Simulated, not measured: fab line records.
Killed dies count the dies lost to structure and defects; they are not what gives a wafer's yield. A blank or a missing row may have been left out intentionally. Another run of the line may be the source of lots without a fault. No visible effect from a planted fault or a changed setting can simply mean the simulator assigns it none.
Lot-split experiment :: flow berkeleyCmos170 :: on a route of 331 steps: 5 lots, 23 wafers read

THE SPLIT ITSELF
At UCB170_M2_SPUTTER_01 (material Al, target thk 900 nm, time 120 s), the setting timeS was moved away from the recipe's 120 s on 8 of the 23 wafers read, by -13.7% to +8.7%. All remaining wafers had this setting at the recipe value.

SPLIT TO READING: what lies between them in the file, 1 step
- UCB170_M2_RS_MEAS_02: measures by four-point-probe

THE READING
M2_AL_THK, in nm, at UCB170_M2_THK_MEAS_03 (measures by xrf). A value of 923 nm with a standard deviation of 12 nm is what fault-free wafers of this fab line usually give.

wafer: L077.1
tool, chamber at the split: pvdSputter-01, -
timeS as run, s: 107.3
against the recipe: -10.6%
M2_AL_THK, nm: 810
against lot-mates on the recipe: -107

wafer: L077.2
tool, chamber at the split: pvdSputter-01, -
timeS as run, s: 120
against the recipe: recipe
M2_AL_THK, nm: 922
against lot-mates on the recipe: -

wafer: L077.3
tool, chamber at the split: pvdSputter-01, -
timeS as run, s: 120
against the recipe: recipe
M2_AL_THK, nm: 910
against lot-mates on the recipe: -

wafer: L077.4
tool, chamber at the split: pvdSputter-01, -
timeS as run, s: 120
against the recipe: recipe
M2_AL_THK, nm: 920
against lot-mates on the recipe: -

wafer: L077.6
tool, chamber at the split: pvdSputter-01, -
timeS as run, s: 107.3
against the recipe: -10.6%
M2_AL_THK, nm: 813
against lot-mates on the recipe: -104

wafer: L080.1
tool, chamber at the split: pvdSputter-04, -
timeS as run, s: 120
against the recipe: recipe
M2_AL_THK, nm: 920
against lot-mates on the recipe: -

wafer: L080.3
tool, chamber at the split: pvdSputter-04, -
timeS as run, s: 120
against the recipe: recipe
M2_AL_THK, nm: 931
against lot-mates on the recipe: -

wafer: L080.4
tool, chamber at the split: pvdSputter-04, -
timeS as run, s: 126.4
against the recipe: +5.3%
M2_AL_THK, nm: 975
against lot-mates on the recipe: +46

wafer: L080.5
tool, chamber at the split: pvdSputter-04, -
timeS as run, s: 126.4
against the recipe: +5.3%
M2_AL_THK, nm: 966
against lot-mates on the recipe: +37

wafer: L080.6
tool, chamber at the split: pvdSputter-04, -
timeS as run, s: 120
against the recipe: recipe
M2_AL_THK, nm: 935
against lot-mates on the recipe: -

wafer: L082.1
tool, chamber at the split: pvdSputter-03, -
timeS as run, s: 120
against the recipe: recipe
M2_AL_THK, nm: 921
against lot-mates on the recipe: -

wafer: L082.2
tool, chamber at the split: pvdSputter-03, -
timeS as run, s: 103.6
against the recipe: -13.7%
M2_AL_THK, nm: 804
against lot-mates on the recipe: -125

wafer: L082.3
tool, chamber at the split: pvdSputter-03, -
timeS as run, s: 120
against the recipe: recipe
M2_AL_THK, nm: 945
against lot-mates on the recipe: -

wafer: L082.4
tool, chamber at the split: pvdSputter-03, -
timeS as run, s: 103.6
against the recipe: -13.7%
M2_AL_THK, nm: 790
against lot-mates on the recipe: -139

wafer: L082.5
tool, chamber at the split: pvdSputter-03, -
timeS as run, s: 120
against the recipe: recipe
M2_AL_THK, nm: 922
against lot-mates on the recipe: -

wafer: L083.1
tool, chamber at the split: pvdSputter-03, -
timeS as run, s: 120
against the recipe: recipe
M2_AL_THK, nm: 961
against lot-mates on the recipe: -

wafer: L083.2
tool, chamber at the split: pvdSputter-03, -
timeS as run, s: 120
against the recipe: recipe
M2_AL_THK, nm: 933
against lot-mates on the recipe: -

wafer: L083.4
tool, chamber at the split: pvdSputter-03, -
timeS as run, s: 120
against the recipe: recipe
M2_AL_THK, nm: 928
against lot-mates on the recipe: -

wafer: L083.5
tool, chamber at the split: pvdSputter-03, -
timeS as run, s: 130.4
against the recipe: +8.7%
M2_AL_THK, nm: 1014
against lot-mates on the recipe: +73

wafer: L083.6
tool, chamber at the split: pvdSputter-03, -
timeS as run, s: 130.4
against the recipe: +8.7%
M2_AL_THK, nm: 1033
against lot-mates on the recipe: +92

wafer: L085.1
tool, chamber at the split: pvdSputter-03, -
timeS as run, s: 120
against the recipe: recipe
M2_AL_THK, nm: 922
against lot-mates on the recipe: -

wafer: L085.2
tool, chamber at the split: pvdSputter-03, -
timeS as run, s: 120
against the recipe: recipe
M2_AL_THK, nm: 911
against lot-mates on the recipe: -

wafer: L085.5
tool, chamber at the split: pvdSputter-03, -
timeS as run, s: 120
against the recipe: recipe
M2_AL_THK, nm: 916
against lot-mates on the recipe: -

THE FIT
A straight line over all 23 wafers: M2_AL_THK changes by +10.1 nm for each +1% of timeS; r = +0.98; the points scatter about the line by 13 nm.
The same after taking each lot's own level away (the mean of its wafers on the recipe; 23 wafers): +9.58 nm for each +1%; r = +0.99; scatter 9.2 nm.
According to that fit, moving timeS by its largest amount changes the reading by 1.3e+02 nm.
Measured against the standard deviation above, the lots' own levels, which go from 916.3 to 940.7 nm, span 2.0 times it.
The two slopes agree, so the slope changes little with the lot-to-lot level.
Check: with one of the wafers moved furthest among these (-13.7%) left out of the fit, the line predicts -135 nm for it against its lot-mates. It came out at -125 nm against them.

OTHER SPLITS ON THESE WAFERS
Note: prior to the reading, these wafers also went through further splits. Each is held against what the fit with the lots' levels taken away leaves over:
other split on the same wafers: UCB170_V1_COAT_07 spinRpm
wafers away from the commonest value: 9
r with M2_AL_THK (lot level and that fit taken away): +0.13

THE WHOLE CHAIN: every reading that the file lists as answering this split, in the file's order
step: UCB170_M2_SPUTTER_01
what it does: material Al, target thk 900 nm, time 120 s
reading: Al_of_M2_SPUTTER_01.thkNm (the simulator's own value, which no gauge read)
change (the file's fit): +9.31 nm for each +1% of the setting
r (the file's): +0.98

step: UCB170_M2_RS_MEAS_02
what it does: measures by four-point-probe
reading: M2_AL_RS
change (the file's fit): -0.000363 for each +1% of the setting
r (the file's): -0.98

step: UCB170_M2_THK_MEAS_03
what it does: measures by xrf
reading: M2_AL_THK
change (the file's fit): +9.63 for each +1% of the setting
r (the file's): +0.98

FILE'S OWN FIT
M2_AL_THK changes by +9.63 nm for each +1% of timeS, r = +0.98.
